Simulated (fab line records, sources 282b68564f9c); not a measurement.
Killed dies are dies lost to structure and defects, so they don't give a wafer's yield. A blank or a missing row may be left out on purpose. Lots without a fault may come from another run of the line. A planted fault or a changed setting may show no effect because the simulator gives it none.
A struck lot beside a sound one | flow rit_cmos | 17 steps out of a route of 202
Sound: wafers L124.2, L124.3, L124.6. Struck: wafers L135.1, L135.4, L135.5. The cause comes at the end.
At each step with rows: each side's tool, then ch and its chambers, then its first start. Under that, the readings that differ: sound wafers | struck wafers | difference of the means | sigmas: that difference in standard deviations of wafers without a fault.
alike: readings whose means differ by less than 2 such deviations, and words and numbers that are the same on both sides. not compared: withheld readings, readings that some wafer has no value for, bounds like >300 that may hide the same value, and numbers for which the record gives no deviation and whose values overlap.
The two part at a step that has a row with sigmas, a row that says differs or no value, or rows on one side only. Numbers that don't overlap but have no deviation are shown without sigmas and don't part them. A reading that every wafer of one side lacks parts them only if that side has two wafers or more.

RIT_PWELL_TW_MEAS_10:
  sound on film_metro-03, day 2 13:32; struck on film_metro-04, day 4 22:22
  alike: PWELL_TW
then, 1 step without rows for these wafers: RIT_WELLDRIVE_ANNEAL_00 (time 14700 s).
RIT_WELLDRIVE_RS_MEAS_01: measures by four-point-probe.
  sound on film_metro-03, day 2 18:49; struck on film_metro-03, day 5 03:30
  alike: NWELL_RS
RIT_WELLDRIVE_RS_MEAS_02: measures by four-point-probe.
  sound on film_metro-03, day 2 18:56; struck on film_metro-03, day 5 03:37
  alike: PWELL_RS
then, 6 steps without rows for these wafers: RIT_NRETRO_HMDS_00 (prime time 60 s); RIT_NRETRO_COAT_01 (resist thk 1300 nm); RIT_NRETRO_SOFTBAKE_02 (time 60 s); RIT_NRETRO_EXPOSE_03 (exposes mask M4, target cd 43900 nm); RIT_NRETRO_PEB_04; RIT_NRETRO_DEVELOP_05 (develop time 68 s).
RIT_NRETRO_OVL_MEAS_06:
  sound on overlay-01, day 2 20:06; struck on overlay-02, day 5 04:45
  alike: NRETRO_OVL
then, 1 step without rows for these wafers: RIT_NRETRO_HARDBAKE_07 (time 120 s).
RIT_NRETRO_IMPLANT_08:
  sound on implanter-03 ch 0, day 2 20:25; struck on implanter-01 ch 0, day 5 05:07
  reading            | sound            | struck            | difference | sigmas
  beam_on_s (s)      | 10.40 10.08 9.64 | 14.39 14.49 14.74 | +4.50      | +25
  faraday_current_uA | 30.6 31.5 32.9   | 22.1 21.9 21.4    | -9.9       | -17
RIT_NRETRO_STRIP_09: strips in O2, time 180 s.
  sound on plasma_asher-04 ch 0,1, day 2 20:32; struck on plasma_asher-02 ch 0,1, day 5 05:16
  alike: drypump_motor_current_A
  not compared: rf_hours_counter_h
RIT_NRETRO_TW_MEAS_10:
  sound on film_metro-01, day 2 20:43; struck on film_metro-04, day 5 05:26
  reading   | sound          | struck         | difference | sigmas
  NRETRO_TW | 1079 1079 1077 | 1190 1186 1187 | +109       | +7
then, 1 step without rows for these wafers: RIT_PRETRO_HMDS_00 (prime time 60 s).
RIT_M1_PROBE_99:
  sound on prober-01, day 4 01:37; struck on prober-01, day 6 09:51
  reading                                | sound             | struck            | difference | sigmas
  model.etest.pmos_0p3.r_on_ohm_um       | 6304 6216 6340    | 6873 6730 6828    | +524       |
  model.etest.pmos_turned.r_on_ohm_um    | 3377 3412 3533    | 3984 3853 4029    | +515       |
  model.etest.pmos_0p15.r_on_ohm_um      | 2759 2736 2866    | 3110 3070 3219    | +346       |
  model.etest.pmos_0p15.drive_ua_um      | 257.1 259.4 246.8 | 214 223.9 211.3   | -38        |
  model.etest.pmos_turned.drive_ua_um    | 194.2 195 184.8   | 148.2 158.7 148.8 | -39.4      |
  model.etest.pmos_narrow.drive_ua_um    | 102.9 103.5 102.1 | 88.77 91.83 90.05 | -12.62     |
  model.etest.pmos_0p3.drive_ua_um       | 101.1 103.5 100.6 | 87.13 90.32 87.13 | -13.54     |
  model.etest.well_edge_left.line_ohm_um | 183.3 182.7 181.7 | 174.2 174.2 175.7 | -7.9       |
  alike: killed_at_front_end, killed_dies, killed_open, killed_short

WHERE THEY PART
First at RIT_NRETRO_IMPLANT_08; last, within this record, at RIT_NRETRO_TW_MEAS_10. Later steps at which nothing parts them and some readings are alike: RIT_M1_PROBE_99.

WHY: what the simulator had put in
Process parameter drift: implanter-01, from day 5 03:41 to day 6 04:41, at RIT_NRETRO_IMPLANT_08. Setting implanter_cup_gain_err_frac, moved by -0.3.
